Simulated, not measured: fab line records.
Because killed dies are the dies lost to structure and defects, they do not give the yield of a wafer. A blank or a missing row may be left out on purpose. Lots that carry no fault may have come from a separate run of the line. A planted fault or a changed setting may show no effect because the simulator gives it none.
What tool caused it? + flow ritCmos + Sampling: 7 lots, 21 wafers, 2 of 202 route steps

## WHAT THE GAUGES SHOWED, per wafer
RIT_SDANNEAL_RS_MEAS_04: a four-point-probe measurement.
| lot  | measured    | on           | PSD_RS (ohm/sq)   |
|------|-------------|--------------|-------------------|
| L885 | day 4 02:26 | filmMetro-02 | 116.1 115.7 116.1 |
| L887 | day 4 06:26 | filmMetro-02 | 116.2 116.1 115.9 |
| L890 | day 4 22:42 | filmMetro-02 | 116.4 116.5 116.1 |
| L893 | day 5 12:56 | filmMetro-04 | 115.7 115.9 115.8 |
| L896 | day 6 16:16 | filmMetro-04 | 115.7 115.1 115.5 |
| L901 | day 7 06:49 | filmMetro-01 | 115.9 116.0 116.1 |
| L905 | day 8 00:02 | filmMetro-02 | 118.0 117.9 117.6 |

## WHAT TOOL EACH LOT RAN ON (gives the tool, then ch and the chambers of the sampled wafers, and finally the start)
| lot  | RIT_PSD_IMPLANT_08             |
|------|--------------------------------|
| L885 | implanter-01 ch 0, day 4 01:37 |
| L887 | implanter-03 ch 0, day 4 05:34 |
| L890 | implanter-03 ch 0, day 4 21:53 |
| L893 | implanter-03 ch 0, day 5 11:59 |
| L896 | implanter-01 ch 0, day 6 15:27 |
| L901 | implanter-02 ch 0, day 7 05:55 |
| L905 | implanter-03 ch 0, day 7 23:13 |
- RIT_PSD_IMPLANT_08

## THE ANSWER, worked out from the rows above alone
Rule: the usual values come from the lots themselves. The widest of any qualifying gaps counts: lots, ordered by their means at a reading, are off when they make up no more than a third of the lots, leave a main group of 4 or more, and stand apart from it by 3 or more times the standard deviation of that group's means. If all means in a main group match to the digits the tables above print for the reading, that group is not used. Also off: a lot with no number at a reading for which 4 or more lots have one. Where the step has rows for the other lots, those lots are counted as sound.
Off: at RIT_SDANNEAL_RS_MEAS_04 (PSD_RS), L905. The main group has a mean of 115.9 ohm/sq with a standard deviation of 0.27.
A tool fits if, at a process step before that reading, it ran every lot that is off, and no sound lot after the first of them. The gauges at RIT_SDANNEAL_RS_MEAS_04 are tried like those tools. Can't be told from this: 2 tools fit, implanter-03 at RIT_PSD_IMPLANT_08, filmMetro-02 at RIT_SDANNEAL_RS_MEAS_04.

## WHAT HAD BEEN PUT IN BY THE SIMULATOR
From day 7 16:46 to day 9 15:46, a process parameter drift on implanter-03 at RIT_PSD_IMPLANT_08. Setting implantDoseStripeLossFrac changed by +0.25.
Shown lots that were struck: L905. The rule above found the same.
